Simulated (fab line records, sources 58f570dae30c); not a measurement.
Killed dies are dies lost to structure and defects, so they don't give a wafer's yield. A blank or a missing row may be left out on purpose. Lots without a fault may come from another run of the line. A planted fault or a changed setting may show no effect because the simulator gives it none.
fab line records | flow berkeley_cmos170
record lots=6 wafers=18 last_day=12
route steps=331 shown M2@273
lots that met no fault: from a run of the same line without faults
start_h: hours from the record's first day to the start of the lot's first wafer shown | wait_h: hours since the lot's step before | " the same as in the row above | L1.1+2: a row that stands for several wafers | - no value, or no start given | * or withheld: withheld | < > ~ a bound
route shown NAME@n: a module of which the file shows steps, and the number in the route of the first | usual: mean/standard deviation of fault-free wafers | same: alike in all rows | chamber/n: place in a boat | sites: the reading at each site | _std_site: their standard deviation | _edge_site: outer sites' mean less inner sites' | radius_mm: how far each site lies from the wafer's centre | mask NAME#n: copy n | behind: the tool/chamber that last shaped the wafer | hold: why the lot was held/for how many hours/how that ended | device: the transistor (n, p or np) that didn't switch | end of line: the same wafers' tests at the end of the route | a step without rows: its recipe alone | killed: dies lost to structure and defects at the first sort, not the wafer's yield | map: a wafer's dies, x killed, . not, _ none there
set.NAME: the setting as run; set.NAME@STEP: as run at that earlier step | model.NAME: the simulator's own value behind a step, which no gauge read
lots at some steps of the route; a table a step, a row a wafer
services: from which hour (start_h, from the record's first day; less than 0 if before it) a tool's chamber was out of use, for how many hours, and why
## steps
# step UCB170_M2_RS_MEAS_02
# recipe thk_meas_gauge=four-point-probe reads=Al_of_M2_SPUTTER_01
# usual M2_AL_RS=0.03206/0.0003
# columns lot.wafer tool chamber start_h wait_h M2_AL_RS[ohm/sq]
L387.4 film_metro-04 - 154.34 0.1 0.03161
L387.5 " - " " 0.03185
L387.6 " - " " 0.03189
L388.2 film_metro-04 - 163.02 0.1 0.03184
L388.4 " - " " 0.03217
L388.6 " - " " 0.032
L389.3 film_metro-02 - 177.10 0.1 0.03219
L389.4 " - " " 0.03259
L389.6 " - " " 0.03225
L392.1 film_metro-02 - 195.84 0.0 0.0321
L392.3 " - " " 0.03222
L392.4 " - " " 0.032
L404.1 film_metro-01 - 249.64 0.0 0.03198
L404.2 " - " " 0.03158
L404.4 " - " " 0.03189
L408.3 film_metro-02 - 280.60 0.1 0.03201
L408.4 " - " " 0.03225
L408.6 " - " " 0.03174
# step UCB170_M2_THK_MEAS_03
# recipe thk_meas_gauge=xrf reads=Al_of_M2_SPUTTER_01
# usual M2_AL_THK=913/9.3
# columns lot.wafer tool chamber start_h wait_h M2_AL_THK[nm]
L387.4 film_metro-04 - 154.43 0.1 919
L387.5 " - " " 915
L387.6 " - " " 910
L388.2 film_metro-04 - 163.13 0.1 912
L388.4 " - " " 907
L388.6 " - " " 913
L389.3 film_metro-02 - 177.20 0.1 908
L389.4 " - " " 904
L389.6 " - " " 911
L392.1 film_metro-02 - 195.96 0.1 914
L392.3 " - " " 912
L392.4 " - " " 915
L404.1 film_metro-01 - 249.76 0.1 921
L404.2 " - " " 931
L404.4 " - " " 915
L408.3 film_metro-02 - 280.70 0.1 913
L408.4 " - " " 907
L408.6 " - " " 919
# step UCB170_M2_HMDS_04
# recipe prime_time_s=60 prime_temp_c=100
# step UCB170_M2_COAT_05
# recipe resist=KrF spin_rpm=1500 resist_thk_nm=900
# step UCB170_M2_SOFTBAKE_06
# recipe resist=KrF temp_c=130 time_s=60
# step UCB170_M2_STRIP_07
# recipe chemistry=O2 power_w=400 pressure_mtorr=3500 platen_temp_c=withheld o2_flow_sccm=400 overash_fraction=0.5
# usual drypump_motor_current_A=5.8/0.46 oes_product_au=0.735/0.0046 strip_time_to_endpoint_s=22.00/0.067
# same overash_fraction=0.5
# columns lot.wafer tool chamber start_h wait_h drypump_motor_current_A oes_product_au rf_hours_counter_h strip_time_to_endpoint_s
L387.4 plasma_asher-04 0 154.94 0.1 6.2 0.741 - 22.02
L387.5 " 0 " " 6.2 0.732 - 21.98
L387.6 " 1 " " 5.7 0.734 - 22.00
L388.2 plasma_asher-01 0 163.63 0.1 6.1 0.736 42 22.00
L388.4 " 0 " " 6.1 0.732 - 22.10
L388.6 " 0 " " 6.1 0.728 - 22.05
L389.3 plasma_asher-03 1 178.32 0.1 5.3 0.731 - 21.86
L389.4 " 0 " " 5.2 0.730 - 21.93
L389.6 " 1 " " 5.3 0.734 - 21.96
L392.1 plasma_asher-04 1 196.47 0.1 5.6 0.739 48 22.06
L392.3 " 1 " " 5.6 0.740 - 22.00
L392.4 " 0 " " 6.2 0.733 - 22.09
L404.1 plasma_asher-03 0 250.27 0.1 5.2 0.737 13 22.04
L404.2 " 1 " " 5.3 0.738 13 21.97
L404.4 " 1 " " 5.3 0.730 - 22.00
L408.3 plasma_asher-04 0 281.79 0.1 6.2 0.733 - 21.95
L408.4 " 1 " " 5.6 0.736 - 21.97
L408.6 " 0 " " 6.2 0.738 - 21.93
# step UCB170_M2_STRIP_08
# recipe chemistry=DMSO temp_c=80 time_s=600 material=KrF
# step UCB170_M2_COAT_09
# recipe resist=BARC temp_c=withheld time_s=withheld spin_rpm=3000 resist_thk_nm=withheld
# step UCB170_M2_COAT_10
# recipe resist=KrF spin_rpm=1500 resist_thk_nm=900
# step UCB170_M2_SOFTBAKE_11
# recipe resist=KrF temp_c=130 time_s=60
# step UCB170_M2_EXPOSE_12
# recipe mask_id=METAL2 target_cd_nm=700 na=0.5 sigma_outer=0.6 source_shape=conventional dose_mj=26
# step UCB170_M2_PEB_13
# recipe peb_temp_c=130 peb_time_s=withheld resist=KrF
# step UCB170_M2_DEVELOP_14
# recipe developer=TMAH develop_time_s=45 resist=KrF dev_temp_c=21
# usual chill_plate_temp_C=23.00/0.11 develop_time_s=45/0
# columns lot.wafer tool chamber start_h wait_h chill_plate_temp_C develop_time_s model.KrF_of_M2_COAT_10.thk_nm
L387.4 litho_track-03 0 156 - 23.14 45 886.3
L387.5 " 0 " " 22.97 45 887.3
L387.6 " 0 " " 22.88 45 888.5
L388.2 litho_track-02 0 164 - 23.09 45 884.1
L388.4 " 0 165 - 22.83 45 884.6
L388.6 " 0 " " 23.01 45 886.7
L389.3 litho_track-04 - 180 - - - 902.9
L389.4 " - " " - - 901.4
L389.6 " - " " - - 904.6
L392.1 litho_track-02 - 197 - - - 897.8
L392.3 " - 198 - - - 900.9
L392.4 " - " " - - 895.9
L404.1 litho_track-04 0 254 - 22.88 45 883.7
L404.2 " 0 " " 22.89 45 885.5
L404.4 " 0 " " 22.89 45 884.2
L408.3 litho_track-03 0 282 - 22.93 45 887.2
L408.4 " 0 " " 22.91 45 886
L408.6 " 0 " " 22.86 45 887.8
# step UCB170_M2_CD_MEAS_15
# recipe target_cd_nm=700
# usual cd_nm=699.8/1.2
# columns lot.wafer tool chamber start_h wait_h cd_nm
L387.4 cd_sem-02 - 156.66 - 698.1
L387.5 " - " " 698.5
L387.6 " - " " 699.9
L388.2 cd_sem-01 - 165.11 - 699.8
L388.4 " - " " 698.8
L388.6 " - " " 698.7
L389.3 cd_sem-02 - 180.36 - -
L389.4 " - " " -
L389.6 " - " " -
L392.1 cd_sem-01 - 198.09 - -
L392.3 " - " " -
L392.4 " - " " -
L404.1 cd_sem-01 - 254.41 - 700.4
L404.2 " - " " 701.3
L404.4 " - " " 700.4
L408.3 cd_sem-01 - 283.01 - 702.6
L408.4 " - " " 701.5
L408.6 " - " " 702.5
## services
# columns tool chamber start_h hours kind
plasma_asher-03 - 144.91 1.1 repair
plasma_asher-03 - 164.81 1.9 repair
plasma_asher-04 - 268.07 2.8 pm
## key
first_sign step=UCB170_M2_DEVELOP_14 reading=tool_record direction=missing
effect none on later readings
model_effect step=UCB170_M2_DEVELOP_14 value=KrF_of_M2_COAT_10.thk_nm without=886.4 struck=900.6
met_at UCB170_M2_DEVELOP_14
struck_wafers L389.3,L389.4,L389.6,L392.1,L392.3,L392.4
later_rows_left_out L389.3,L389.4,L389.6,L392.1,L392.3,L392.4
sort_left_out L389.3,L389.4,L389.6,L392.1,L392.3,L392.4
onset_between 164 180
fault kind=skipped_step_whole tool=litho_track-02,litho_track-04 chamber=- onset_h=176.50 steps=UCB170_M2_DEVELOP_14 scope=struck_lots_only
# sort_left_out: the simulated sort isn't trusted on such a fault, so these wafers' sort isn't shown, and their yield isn't known
# later_rows_left_out: the simulator's readings of these wafers behind a module that went badly wrong aren't trusted and aren't shown, but for the sort
